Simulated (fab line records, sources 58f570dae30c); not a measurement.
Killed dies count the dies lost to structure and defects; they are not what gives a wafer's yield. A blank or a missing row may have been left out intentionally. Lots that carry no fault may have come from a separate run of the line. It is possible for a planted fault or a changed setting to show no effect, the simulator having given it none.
Which of the tools did it? -- flow berkeley_cmos170 -- 7 lots with 21 wafers sampled at 3 steps, on a route of 331 steps

## WHAT THE GAUGES SHOWED, per wafer
UCB170_GATE_CD_MEAS_12 targets a cd of 350 nm.
lot,measured,on,cd_nm (nm)
L422,day 6 11:09,cd_sem-02,350.0 350.8 350.5
L424,day 6 20:26,cd_sem-02,350.3 349.6 351.0
L426,day 6 22:14,cd_sem-02,350.8 350.7 350.2
L429,day 7 14:07,cd_sem-02,299.2 300.7 299.4
L432,day 8 09:38,cd_sem-02,309.9 310.9 309.8
L438,day 9 13:35,cd_sem-02,352.4 351.4 351.1
L440,day 9 21:55,cd_sem-02,348.5 348.3 349.7

## WHICH TOOL RAN EACH LOT (tool, then ch and the chambers of the sampled wafers, then the start)
lot,UCB170_NWELL_PEB_10,UCB170_GATE_SOFTBAKE_08
L422,"litho_track-03 ch 0, day 2 14:32","litho_track-03 ch 0, day 6 10:00"
L424,"litho_track-02 ch 0, day 2 21:08","litho_track-03 ch 0, day 6 19:00"
L426,"litho_track-01 ch 0, day 3 05:23","litho_track-03 ch 0, day 6 21:00"
L429,"litho_track-01 ch 0, day 3 18:37","litho_track-01 ch 0, day 7 13:00"
L432,"litho_track-02 ch 0, day 4 13:51","litho_track-01 ch 0, day 8 08:00"
L438,"litho_track-03 ch 0, day 5 23:35","litho_track-04 ch 0, day 9 12:00"
L440,"litho_track-03 ch 0, day 6 09:10","litho_track-04 ch 0, day 9 21:00"
- UCB170_NWELL_PEB_10
- UCB170_GATE_SOFTBAKE_08: time 60 s.

## THE ANSWER, worked out from the rows above alone
Rule: what is usual is taken from the lots themselves. Put in order of their means at a reading, lots are off if they are a third of the lots or fewer, leave a main group of 4 or more, and stand apart from it by a gap of 3 or more times the standard deviation of the main group's means; of several such gaps the widest counts. Not used: any main group whose means are identical at the precision the tables above print for the reading. Also off: a lot with no number at a reading for which 4 or more lots have one. All remaining lots with rows at the step are treated as sound.
Off at UCB170_GATE_CD_MEAS_12 (cd_nm): L429, L432. The main group has a mean of 350.4 nm with a standard deviation of 0.89.
A tool fits if, at a process step before that reading, it ran every lot that is off, and no sound lot after the first of them. Those tools and the gauges at UCB170_GATE_CD_MEAS_12 are tried in the same way. One candidate fits, namely litho_track-01 at UCB170_GATE_SOFTBAKE_08. It ran no sound lot before its first lot that is off in this sample, so the start can't be narrowed down.

## WHAT HAD BEEN PUT IN BY THE SIMULATOR
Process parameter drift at UCB170_GATE_SOFTBAKE_08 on litho_track-01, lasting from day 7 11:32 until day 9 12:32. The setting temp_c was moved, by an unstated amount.
Struck lots among those shown: L429, L432. The rule above reached the same finding.
